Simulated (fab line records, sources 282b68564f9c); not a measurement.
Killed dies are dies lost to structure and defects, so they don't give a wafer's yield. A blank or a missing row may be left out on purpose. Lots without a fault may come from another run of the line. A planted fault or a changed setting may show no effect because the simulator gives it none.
fab line records | flow rit_cmos
record lots=5 wafers=15 last_day=6
route steps=202 shown REOX@100 NLDD@103 PLDD@114 SPACER@125
lots that met no fault: from a run of the same line without faults
start_h: hours from the record's first day to the start of the lot's first wafer shown | wait_h: hours since the lot's step before | " the same as in the row above | L1.1+2: a row that stands for several wafers | - no value, or no start given | * or withheld: withheld | < > ~ a bound
route shown NAME@n: a module of which the file shows steps, and the number in the route of the first | usual: mean/standard deviation of fault-free wafers | same: alike in all rows | chamber/n: place in a boat | sites: the reading at each site | _std_site: their standard deviation | _edge_site: outer sites' mean less inner sites' | radius_mm: how far each site lies from the wafer's centre | mask NAME#n: copy n | behind: the tool/chamber that last shaped the wafer | hold: why the lot was held/for how many hours/how that ended | device: the transistor (n, p or np) that didn't switch | end of line: the same wafers' tests at the end of the route | a step without rows: its recipe alone | killed: dies lost to structure and defects at the first sort, not the wafer's yield | map: a wafer's dies, x killed, . not, _ none there
set.NAME: the setting as run; set.NAME@STEP: as run at that earlier step | model.NAME: the simulator's own value behind a step, which no gauge read
lots at some steps of the route; a table a step, a row a wafer
services: from which hour (start_h, from the record's first day; less than 0 if before it) a tool's chamber was out of use, for how many hours, and why
## steps
# step RIT_REOX_CLEAN_02
# recipe chemistry=SC2 mix=3:3:50 time_s=600 temp_c=75 dry=n2_spin
# step RIT_REOX_OXIDATION_03
# recipe temp_c=900 ambient=O2 target_thk_a=252 ox_time_s=5580
# step RIT_REOX_THK_MEAS_04
# recipe reads=SiO2_of_REOX_OXIDATION_03
# usual REOX_OXIDE_THK=25.1/0.46
# columns lot.wafer tool chamber start_h wait_h REOX_OXIDE_THK[nm]
L747.1 film_metro-03 - 66.04 0.0 24.5
L747.3 " - " " 24.5
L747.5 " - " " 24.7
L750.2 film_metro-03 - 78.21 0.0 25.2
L750.4 " - " " 25.6
L750.6 " - " " 25.7
L758.2 film_metro-03 - 121.09 0.0 25.6
L758.3 " - " " 25.2
L758.4 " - " " 25.2
L759.2 film_metro-02 - 121.81 0.0 25.5
L759.3 " - " " 25.1
L759.6 " - " " 25.5
L761.1 film_metro-03 - 134.60 0.0 25.5
L761.4 " - " " 25.7
L761.6 " - " " 25.8
# step RIT_NLDD_HMDS_00
# recipe prime_time_s=60 prime_temp_c=140
# step RIT_NLDD_COAT_01
# recipe resist=NOVOLAK spin_rpm=3250 resist_thk_nm=1000
# step RIT_NLDD_SOFTBAKE_02
# recipe resist=NOVOLAK temp_c=90 time_s=60
# step RIT_NLDD_EXPOSE_03
# recipe mask_id=M7 na=0.57 target_cd_nm=40700 dose_mj=250
# step RIT_NLDD_PEB_04
# recipe resist=NOVOLAK temp_c=withheld time_s=withheld
# step RIT_NLDD_DEVELOP_05
# recipe resist=NOVOLAK develop_time_s=50 dev_temp_c=23
# step RIT_NLDD_OVL_MEAS_06
# usual NLDD_OVL=0.5/1.5
# columns lot.wafer tool chamber start_h wait_h NLDD_OVL[nm]
L747.1 overlay-02 - 67.19 - 2.0
L747.3 " - " " 2.8
L747.5 " - " " 0.4
L750.2 overlay-01 - 79.12 - 0.5
L750.4 " - " " 0.5
L750.6 " - " " -0.5
L758.2 overlay-01 - 122.00 - -1.1
L758.3 " - " " -4.2
L758.4 " - " " -1.5
L759.2 overlay-02 - 122.84 - 0.0
L759.3 " - " " 1.3
L759.6 " - " " -0.5
L761.1 overlay-02 - 135.64 - 1.2
L761.4 " - " " 2.8
L761.6 " - " " 3.3
# step RIT_NLDD_HARDBAKE_07
# recipe resist=NOVOLAK temp_c=140 time_s=60
# step RIT_NLDD_IMPLANT_08
# recipe species=P energy_kev=20 dose_cm2=5e+14 tilt_deg=7
# step RIT_NLDD_STRIP_09
# recipe chemistry=O2 time_s=180 resist=NOVOLAK platen_temp_c=withheld power_w=500 pressure_mtorr=4000 o2_flow_sccm=4000
# usual drypump_motor_current_A=5.7/0.38 o2_flow_sccm=3998/11 run_length_s=208.1/0.45
# columns lot.wafer tool chamber start_h wait_h drypump_motor_current_A o2_flow_sccm rf_hours_counter_h run_length_s model.NOVOLAK_of_NLDD_COAT_01.thk_nm
L747.1 plasma_asher-03 1 67.53 0.1 5.2 3983 38 207.8 0
L747.3 " 0 " " 5.9 3983 - 207.5 0
L747.5 " 0 " " 5.8 3995 - 207.6 0
L750.2 plasma_asher-02 0 79.45 0.1 6.2 3988 29 208.8 0
L750.4 " 0 " " 6.2 4005 - 208.6 0
L750.6 " 1 " " 5.7 4007 - 208.4 0
L758.2 plasma_asher-02 0 122.33 0.1 6.2 3996 34 72.4 153.2
L758.3 " 1 " " 5.7 3972 - 72.4 155.3
L758.4 " 0 " " 6.2 3973 - 72.2 153.7
L759.2 plasma_asher-01 1 123.17 0.1 6.0 3981 1 207.6 0
L759.3 " 0 " " 5.2 4002 - 209.0 0
L759.6 " 0 " " 5.3 3996 - 208.0 0
L761.1 plasma_asher-03 1 135.97 0.1 5.2 3998 45 207.8 0
L761.4 " 1 " " 5.2 3992 - 207.9 0
L761.6 " 0 " " 5.8 4013 - 207.8 0
# step RIT_NLDD_TW_MEAS_10
# usual NLDD_TW=2501/13
# columns lot.wafer tool chamber start_h wait_h NLDD_TW
L747.1 film_metro-02 - 67.70 0.1 2478
L747.3 " - " " 2468
L747.5 " - " " 2474
L750.2 film_metro-02 - 79.63 0.1 2490
L750.4 " - " " 2489
L750.6 " - " " 2492
L758.2 film_metro-04 - 122.51 0.1 2498
L758.3 " - " " 2498
L758.4 " - " " 2503
L759.2 film_metro-03 - 123.36 0.1 2522
L759.3 " - " " 2501
L759.6 " - " " 2498
L761.1 film_metro-03 - 136.15 0.1 2513
L761.4 " - " " 2482
L761.6 " - " " 2513
# step RIT_PLDD_HMDS_00
# recipe prime_time_s=60 prime_temp_c=140
# step RIT_PLDD_COAT_01
# recipe resist=NOVOLAK spin_rpm=3250 resist_thk_nm=1000
# step RIT_PLDD_SOFTBAKE_02
# recipe resist=NOVOLAK temp_c=90 time_s=60
# step RIT_PLDD_EXPOSE_03
# recipe mask_id=M8 na=0.57 target_cd_nm=40900 dose_mj=250
# step RIT_PLDD_PEB_04
# recipe resist=NOVOLAK temp_c=withheld time_s=withheld
# step RIT_PLDD_DEVELOP_05
# recipe resist=NOVOLAK develop_time_s=50 dev_temp_c=23
# step RIT_PLDD_OVL_MEAS_06
# usual PLDD_OVL=-0.3/1.3
# columns lot.wafer tool chamber start_h wait_h PLDD_OVL[nm]
L747.1 overlay-01 - 68.74 - -0.5
L747.3 " - " " 0.9
L747.5 " - " " 1.8
L750.2 overlay-01 - 80.54 - 0.8
L750.4 " - " " -1.7
L750.6 " - " " -0.4
L758.2 overlay-01 - 123.45 - -2.0
L758.3 " - " " -2.0
L758.4 " - " " -1.3
L759.2 overlay-02 - 124.30 - -2.2
L759.3 " - " " -1.7
L759.6 " - " " 0.1
L761.1 overlay-02 - 137.06 - 1.0
L761.4 " - " " -0.4
L761.6 " - " " -2.0
# step RIT_PLDD_HARDBAKE_07
# recipe resist=NOVOLAK temp_c=140 time_s=60
# step RIT_PLDD_IMPLANT_08
# recipe species=BF2 energy_kev=20 dose_cm2=9e+14 tilt_deg=7
# step RIT_PLDD_STRIP_09
# recipe chemistry=O2 time_s=180 resist=NOVOLAK platen_temp_c=withheld power_w=500 pressure_mtorr=4000 o2_flow_sccm=4000
# usual drypump_motor_current_A=6.0/0.32 o2_flow_sccm=3998/11 run_length_s=208.3/0.4
# columns lot.wafer tool chamber start_h wait_h drypump_motor_current_A o2_flow_sccm rf_hours_counter_h run_length_s
L747.1 plasma_asher-04 1 69.13 0.1 5.8 3990 44 208.6
L747.3 " 0 " " 6.4 3993 - 207.7
L747.5 " 0 " " 6.4 3998 - 208.0
L750.2 plasma_asher-02 0 80.87 0.1 6.2 3984 29 208.8
L750.4 " 0 " " 6.2 3997 - 208.5
L750.6 " 1 " " 5.7 4013 - 208.1
L758.2 plasma_asher-04 0 123.84 0.1 6.4 4009 51 208.3
L758.3 " 1 " " 5.8 3995 - 208.4
L758.4 " 0 " " 6.4 4023 - 208.0
L759.2 plasma_asher-02 0 124.63 0.1 6.2 4028 34 208.8
L759.3 " 0 " " 6.2 3992 - 208.9
L759.6 " 1 " " 5.7 3994 - 208.5
L761.1 plasma_asher-04 0 137.40 0.1 6.4 3997 52 208.0
L761.4 " 1 " " 5.7 3977 - 208.4
L761.6 " 1 " " 5.7 3989 - 208.4
# step RIT_PLDD_TW_MEAS_10
# usual PLDD_TW=2353/16
# columns lot.wafer tool chamber start_h wait_h PLDD_TW
L747.1 film_metro-04 - 69.30 0.1 2353
L747.3 " - " " 2345
L747.5 " - " " 2356
L750.2 film_metro-04 - 81.05 0.1 2373
L750.4 " - " " 2359
L750.6 " - " " 2372
L758.2 film_metro-02 - 124.03 0.1 30
L758.3 " - " " 30
L758.4 " - " " 30
L759.2 film_metro-02 - 124.82 0.1 2356
L759.3 " - " " 2350
L759.6 " - " " 2351
L761.1 film_metro-03 - 137.57 0.1 2350
L761.4 " - " " 2350
L761.6 " - " " 2368
# step RIT_SPACER_CLEAN_00
# recipe chemistry=SC1 mix=3:3:50 time_s=600 temp_c=75
## services
# columns tool chamber start_h hours kind
plasma_asher-01 - 75.98 2.8 pm
plasma_asher-03 - 102.96 1.5 repair
plasma_asher-01 - 108.75 9.0 pm
plasma_asher-01 0 108.75 9.0 vent_cycle
plasma_asher-01 1 108.75 9.0 vent_cycle
plasma_asher-01 0 117.75 - clean
plasma_asher-01 1 117.75 - clean
plasma_asher-02 - 119.58 1.3 repair
plasma_asher-01 - 123.57 7.8 repair
## key
first_sign step=RIT_NLDD_STRIP_09 reading=run_length_s direction=down sigmas=99+ usual=* struck=*
effect step=RIT_PLDD_TW_MEAS_10 reading=PLDD_TW direction=down sigmas=99+ usual=2353 struck=30
model_effect step=RIT_NLDD_STRIP_09 value=NOVOLAK_of_NLDD_COAT_01.thk_nm without=0 struck=154.1
met_at RIT_NLDD_STRIP_09
struck_wafers L758.2,L758.3,L758.4
sort_left_out L758.2,L758.3,L758.4
tester_left_out L758
onset_between 79.45 122.33
fault kind=strip_aborted tool=plasma_asher-02 chamber=- onset_h=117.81 steps=RIT_NLDD_STRIP_09 offset=0.6 end_h=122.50
# tester_left_out: of these lots the tester's yield and bins aren't shown, on N5 and GAA mostly nor the transistor test; their killed dies are dies lost to structure and defects alone, not to doping, threshold or leakage, so they don't give the yield
# sort_left_out: the simulated sort isn't trusted on such a fault, so these wafers' sort isn't shown, and their yield isn't known
